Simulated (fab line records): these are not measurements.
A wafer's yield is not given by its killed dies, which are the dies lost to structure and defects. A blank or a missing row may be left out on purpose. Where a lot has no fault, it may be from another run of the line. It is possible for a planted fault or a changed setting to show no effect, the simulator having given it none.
Which tool is to blame? -- flow berkeley-cmos170 -- Sampling: 7 lots, 21 wafers, 3 of 331 route steps

## WHAT THE GAUGES SHOWED, per wafer
UCB170_NLDD_TW_MEAS_11.
lot,measured,on,NLDD_TW
L798,day 8 15:59,film-metro-04,2248 2247 2258
L801,day 9 03:53,film-metro-04,2260 2263 2268
L807,day 10 01:03,film-metro-01,2224 2228 2239
L809,day 10 12:11,film-metro-01,2221 2235 2231
L810,day 11 01:48,film-metro-04,2235 2238 2241
L817,day 12 00:40,film-metro-01,3180 3163 3166
L819,day 12 14:32,film-metro-01,3181 3177 3193

## EACH LOT AND THE TOOL THAT RAN IT (in order: tool; ch and the chambers of the sampled wafers; start)
lot,UCB170_NLDD_IMPLANT_08,UCB170_NLDD_STRIP_10
L798,"implanter-03 ch 0, day 8 15:35","plasma-asher-04 ch 0,1, day 8 15:53"
L801,"implanter-03 ch 0, day 9 03:31","plasma-asher-03 ch 0,1, day 9 03:47"
L807,"implanter-02 ch 0, day 10 00:42","plasma-asher-04 ch 0,1, day 10 00:58"
L809,"implanter-03 ch 0, day 10 11:49","plasma-asher-02 ch 0,1, day 10 12:05"
L810,"implanter-03 ch 0, day 11 01:24","plasma-asher-03 ch 0,1, day 11 01:42"
L817,"implanter-04 ch 0, day 12 00:17","plasma-asher-03 ch 0,1, day 12 00:33"
L819,"implanter-04 ch 0, day 12 14:10","plasma-asher-02 ch 0,1, day 12 14:26"
- UCB170_NLDD_IMPLANT_08
- UCB170_NLDD_STRIP_10: strips in O2.

## THE ANSWER, worked out from the rows above alone
Rule: what is usual is taken from the lots themselves. Put in order of their means at a reading, lots are off if they are a third of the lots or fewer, leave a main group of 4 or more, and stand apart from it by a gap of 3 or more times the standard deviation of the main group's means; of several such gaps the widest counts. A main group is skipped when, at the precision printed for the reading in the tables above, its means are all equal. A lot without any number at a reading at which 4 lots or more have one is off too. Any other lot the step has rows for is counted as sound.
Off: L817, L819, at UCB170_NLDD_TW_MEAS_11 (NLDD_TW). Main group: mean 2242, sd 13.
If a tool, at a process step before that reading, ran all the lots that are off and no sound lot after the first of them, it fits. Gauges at UCB170_NLDD_TW_MEAS_11: tried the same way as those tools. Undecided on this evidence; 2 tools fit (implanter-04 at UCB170_NLDD_IMPLANT_08, film-metro-01 at UCB170_NLDD_TW_MEAS_11).

## WHAT THE SIMULATOR HAD INSERTED
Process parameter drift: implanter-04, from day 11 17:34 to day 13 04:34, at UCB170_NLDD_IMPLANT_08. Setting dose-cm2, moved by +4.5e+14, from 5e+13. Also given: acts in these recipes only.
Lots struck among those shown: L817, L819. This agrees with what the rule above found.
